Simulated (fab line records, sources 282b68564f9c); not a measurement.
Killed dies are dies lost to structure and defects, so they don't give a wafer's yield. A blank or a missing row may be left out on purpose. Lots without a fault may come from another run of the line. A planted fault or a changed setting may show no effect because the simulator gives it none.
Split-lot experiment | flow rit_cmos | 5 lots, 23 wafers read, on a route of 202 steps

THE SPLIT
At RIT_REOX_OXIDATION_03 (target thk 25.2 nm, ox time 5580 s), the setting temp_c was moved away from the recipe's 900 C on 15 of the 23 wafers read, by -2.0% to +2.4%. The other wafers ran this setting at the recipe's value.

The file shows no step between the split and the reading.

THE READING
REOX_OXIDE_THK, in nm, at RIT_REOX_THK_MEAS_04. Fault-free wafers of this fab line usually give 25.4 nm, standard deviation 0.5 nm.

wafer  | tool, chamber at the split | temp_c as run, C | against the recipe | REOX_OXIDE_THK, nm | against lot-mates on the recipe
L075.1 | -, -                       | 900              | recipe             | 25.5               | -
L075.2 | -, -                       | 900              | recipe             | 25.2               | -
L075.3 | -, -                       | 900              | recipe             | 25.5               | -
L075.4 | -, -                       | 900              | recipe             | 24.7               | -
L075.5 | -, -                       | 900              | recipe             | 25.3               | -
L076.1 | -, -                       | 882.2            | -2.0%              | 20.4               | no lot-mate on the recipe
L076.2 | -, -                       | 882.2            | -2.0%              | 21.1               | no lot-mate on the recipe
L076.3 | -, -                       | 882.2            | -2.0%              | 21.2               | no lot-mate on the recipe
L076.5 | -, -                       | 882.2            | -2.0%              | 21.0               | no lot-mate on the recipe
L076.6 | -, -                       | 882.2            | -2.0%              | 21.0               | no lot-mate on the recipe
L077.1 | furnace-01, 0              | 900              | recipe             | 25.1               | -
L077.2 | furnace-01, 0              | 900              | recipe             | 24.9               | -
L077.5 | furnace-01, 0              | 900              | recipe             | 25.5               | -
L078.1 | -, -                       | 887.7            | -1.4%              | 23.1               | no lot-mate on the recipe
L078.3 | -, -                       | 887.7            | -1.4%              | 23.0               | no lot-mate on the recipe
L078.4 | -, -                       | 887.7            | -1.4%              | 23.0               | no lot-mate on the recipe
L078.5 | -, -                       | 887.7            | -1.4%              | 22.7               | no lot-mate on the recipe
L078.6 | -, -                       | 887.7            | -1.4%              | 22.8               | no lot-mate on the recipe
L082.1 | -, -                       | 921.7            | +2.4%              | 32.2               | no lot-mate on the recipe
L082.2 | -, -                       | 921.7            | +2.4%              | 32.3               | no lot-mate on the recipe
L082.3 | -, -                       | 921.7            | +2.4%              | 32.0               | no lot-mate on the recipe
L082.4 | -, -                       | 921.7            | +2.4%              | 31.9               | no lot-mate on the recipe
L082.6 | -, -                       | 921.7            | +2.4%              | 32.2               | no lot-mate on the recipe

THE FIT
A straight line over all 23 wafers: REOX_OXIDE_THK changes by +2.48 nm for each +1% of temp_c; r = +0.99; the points scatter about the line by 0.53 nm.
Too few moved wafers have a lot-mate on the recipe to fit a line with each lot's own level taken away.

THE WHOLE CHAIN: every reading that the file lists as answering this split, in the file's order
step                  | what it does                       | reading                                                                           | change (the file's fit)              | r (the file's)
RIT_REOX_OXIDATION_03 | target thk 25.2 nm, ox time 5580 s | SiO2_of_REOX_OXIDATION_03.thk_nm (the simulator's own value, which no gauge read) | +2.48 nm for each +1% of the setting | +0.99
RIT_REOX_THK_MEAS_04  |                                    | REOX_OXIDE_THK                                                                    | +2.47 for each +1% of the setting    | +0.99

THE FILE'S OWN FIT
REOX_OXIDE_THK changes by +2.47 nm for each +1% of temp_c, r = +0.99.
